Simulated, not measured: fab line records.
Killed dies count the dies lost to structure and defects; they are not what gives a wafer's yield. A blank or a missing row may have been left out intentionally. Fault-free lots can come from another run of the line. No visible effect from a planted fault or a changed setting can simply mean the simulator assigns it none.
Which tool did it? | flow rit_cmos | 21 wafers from 7 lots sampled at 2 of the route's 202 steps

## WHAT THE GAUGES READ, wafer by wafer
RIT_GATE_CD_MEAS_16 targets a cd of 150 nm.
lot  | measured    | on        | cd_nm (nm)
L191 | day 2 18:25 | cd_sem-02 | 152.0 149.4 150.1
L196 | day 3 19:43 | cd_sem-02 | 148.8 146.1 147.0
L198 | day 4 04:14 | cd_sem-02 | 149.8 148.3 149.4
L200 | day 4 14:55 | cd_sem-02 | 145.4 147.9 146.6
L206 | day 5 21:14 | cd_sem-02 | 73.3 71.7 74.2
L211 | day 6 22:23 | cd_sem-02 | 151.3 150.2 150.9
L213 | day 7 12:09 | cd_sem-02 | 148.9 149.2 148.6

## EACH LOT AND THE TOOL THAT RAN IT (in order: tool; ch and the chambers of the sampled wafers; start)
lot  | RIT_GATE_COAT_11
L191 | litho_track-03 ch 0, day 2 17:44
L196 | litho_track-04 ch 0, day 3 18:52
L198 | litho_track-02 ch 0, day 4 03:25
L200 | litho_track-04 ch 0, day 4 14:05
L206 | litho_track-02 ch 0, day 5 20:22
L211 | litho_track-04 ch 0, day 6 21:32
L213 | litho_track-04 ch 0, day 7 11:28
- RIT_GATE_COAT_11: resist thk 850 nm.

## THE ANSWER, worked out from the rows above alone
Rule: what is usual is taken from the lots themselves. Put in order of their means at a reading, lots are off if they are a third of the lots or fewer, leave a main group of 4 or more, and stand apart from it by a gap of 3 or more times the standard deviation of the main group's means; of several such gaps the widest counts. The tables above print the reading to a certain number of digits; a main group whose means all agree to those digits is not used. Also off: a lot with no number at a reading for which 4 or more lots have one. Where the step has rows for the other lots, those lots are counted as sound.
Off at RIT_GATE_CD_MEAS_16 (cd_nm): L206. The main group: mean 148.9 nm, standard deviation 1.5.
If a tool, at a process step before that reading, ran all the lots that are off and no sound lot after the first of them, it fits. Gauges at RIT_GATE_CD_MEAS_16: tried the same way as those tools. One candidate fits, namely litho_track-02 at RIT_GATE_COAT_11. Its last sound lot is L198 (day 4 03:25), its first lot that is off L206 (day 5 20:22): a fault that began between those two fits.

## WHAT THE SIMULATOR HAD PUT IN
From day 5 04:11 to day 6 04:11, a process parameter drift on litho_track-02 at RIT_GATE_COAT_11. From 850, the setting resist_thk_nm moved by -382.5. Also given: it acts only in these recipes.
Lots struck among those shown: L206. The rule given above showed the same thing.
